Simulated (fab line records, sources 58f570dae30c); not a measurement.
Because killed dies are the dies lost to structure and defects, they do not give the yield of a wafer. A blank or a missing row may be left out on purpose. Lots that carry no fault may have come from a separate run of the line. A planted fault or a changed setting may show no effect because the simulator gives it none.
Which of the tools did it?	flow berkeley-cmos170	14 lots with 42 wafers sampled at 3 steps, on a route of 331 steps

WHAT THE GAUGES READ, wafer by wafer
UCB170_FIELD_THK_MEAS_91.
lot	measured	on	FIELD_OXIDE_LEFT_2_THK (nm)
L943	day 6 00:46	film-metro-01	347 352 358
L944	day 6 01:16	film-metro-04	351 360 345
L946	day 6 14:01	film-metro-01	347 344 343
L947	day 6 14:05	film-metro-02	343 354 351
L948	day 6 14:18	film-metro-02	346 352 348
L945	day 6 14:25	film-metro-04	355 346 352
L951	day 7 12:29	film-metro-02	365 364 353
L953	day 7 16:59	film-metro-01	341 326 327
L956	day 9 01:54	film-metro-02	341 351 342
L957	day 9 02:06	film-metro-04	344 348 357
L960	day 9 02:23	film-metro-02	355 357 358
L959	day 9 06:04	film-metro-04	352 345 349
L963	day 9 20:25	film-metro-02	333 344 337
L964	day 10 08:53	film-metro-04	339 334 339

UCB170_V1_CD_MEAS_90: target cd 700 nm.
lot	measured	on	cd-nm (nm)
L943	day 8 04:44	cd-sem-02	698.8 699.8 698.7
L944	day 8 04:59	cd-sem-01	699.9 699.2 697.8
L946	day 9 01:55	cd-sem-02	699.9 699.0 699.8
L947	day 9 01:33	cd-sem-01	699.4 701.5 697.6
L948	day 9 00:55	cd-sem-02	699.9 701.1 700.1
L945	day 9 02:12	cd-sem-02	700.3 699.9 698.9
L951	day 9 05:26	cd-sem-01	702.9 701.5 701.3
L953	day 9 13:53	cd-sem-01	703.1 702.4 702.1
L956	day 10 22:19	cd-sem-02	699.3 698.3 701.2
L957	day 10 23:41	cd-sem-01	698.1 697.9 699.1
L960	day 10 22:57	cd-sem-01	700.1 702.4 700.9
L959	day 10 23:47	cd-sem-02	702.3 697.8 700.8
L963	day 11 14:35	cd-sem-02	702.1 700.7 703.9
L964	day 12 01:42	cd-sem-01	701.4 701.4 702.5

WHAT TOOL EACH LOT RAN ON (gives the tool, then ch and the chambers of the sampled wafers, and finally the start)
lot	UCB170_V1_ETCH_14
L943	rie-diel-01 ch 0,2, day 8 04:26
L944	rie-diel-02 ch 1,2,3, day 8 04:40
L946	rie-diel-01 ch 0,3, day 9 01:39
L947	rie-diel-02 ch 0,2, day 9 01:16
L948	rie-diel-04 ch 1,2, day 9 00:39
L945	rie-diel-04 ch 1,2, day 9 01:55
L951	rie-diel-04 ch 0,1,2, day 9 05:08
L953	rie-diel-01 ch 0,1,3, day 9 13:37
L956	rie-diel-01 ch 0,1, day 10 21:59
L957	rie-diel-01 ch 0,2,3, day 10 23:20
L960	rie-diel-04 ch 0,1,2, day 10 22:40
L959	rie-diel-02 ch 0,1,2, day 10 23:31
L963	rie-diel-02 ch 0,2,3, day 11 14:17
L964	rie-diel-04 ch 0,1,3, day 12 01:25
- UCB170_V1_ETCH_14: etches SiO2 in CHF3/CF4/Ar, stops on Al, target depth 1250 nm, time 291 s.

AS READ BY THE TOOLS THEMSELVES (means over the sampled wafers that have a number; for cases with no such wafer, the mark the record gives instead)
UCB170_V1_ETCH_14.
lot	tool	drypump-motor-current-A (A)	oes-product-au (a.u.)	run-length-s (s)	throttle-valve-pct (%)
L943	rie-diel-01	5.7	0.869	318.9	7.12
L944	rie-diel-02	5.5	0.878	319.5	6.99
L946	rie-diel-01	5.2	0.859	319.3	7.02
L947	rie-diel-02	5.8	0.854	319.2	6.92
L948	rie-diel-04	6.1	0.861	319.4	6.99
L945	rie-diel-04	5.8	0.877	319.3	6.97
L951	rie-diel-04	5.7	0.875	319.5	6.96
L953	rie-diel-01	5.3	0.856	319.5	6.90
L956	rie-diel-01	5.5	0.869	319.1	7.04
L957	rie-diel-01	5.5	0.860	319.3	6.98
L960	rie-diel-04	5.7	0.879	319.6	6.96
L959	rie-diel-02	5.7	0.867	319.3	6.93
L963	rie-diel-02	5.6	0.864	319.2	6.90
L964	rie-diel-04	5.4	0.886	319.4	7.02

THE ANSWER, worked out from the rows above alone
Rule: the usual values come from the lots themselves. The widest of any qualifying gaps counts: lots, ordered by their means at a reading, are off when they make up no more than a third of the lots, leave a main group of 4 or more, and stand apart from it by 3 or more times the standard deviation of that group's means. A main group whose means are all the same, to the digits that the tables above print for the reading, isn't used. A lot without any number at a reading at which 4 lots or more have one is off too. Where the step has rows for the other lots, those lots are counted as sound. After the gauges, taken in route order, come the tools' own readings; for these a lot's mean is taken, as printed above. The first step at which some lot is off is used, and at that step the reading that is off furthest; a lot without a number counts as furthest.
No lot is off on any of the readings shown, so nothing can be concluded from this.

WHAT THE SIMULATOR HAD INSERTED
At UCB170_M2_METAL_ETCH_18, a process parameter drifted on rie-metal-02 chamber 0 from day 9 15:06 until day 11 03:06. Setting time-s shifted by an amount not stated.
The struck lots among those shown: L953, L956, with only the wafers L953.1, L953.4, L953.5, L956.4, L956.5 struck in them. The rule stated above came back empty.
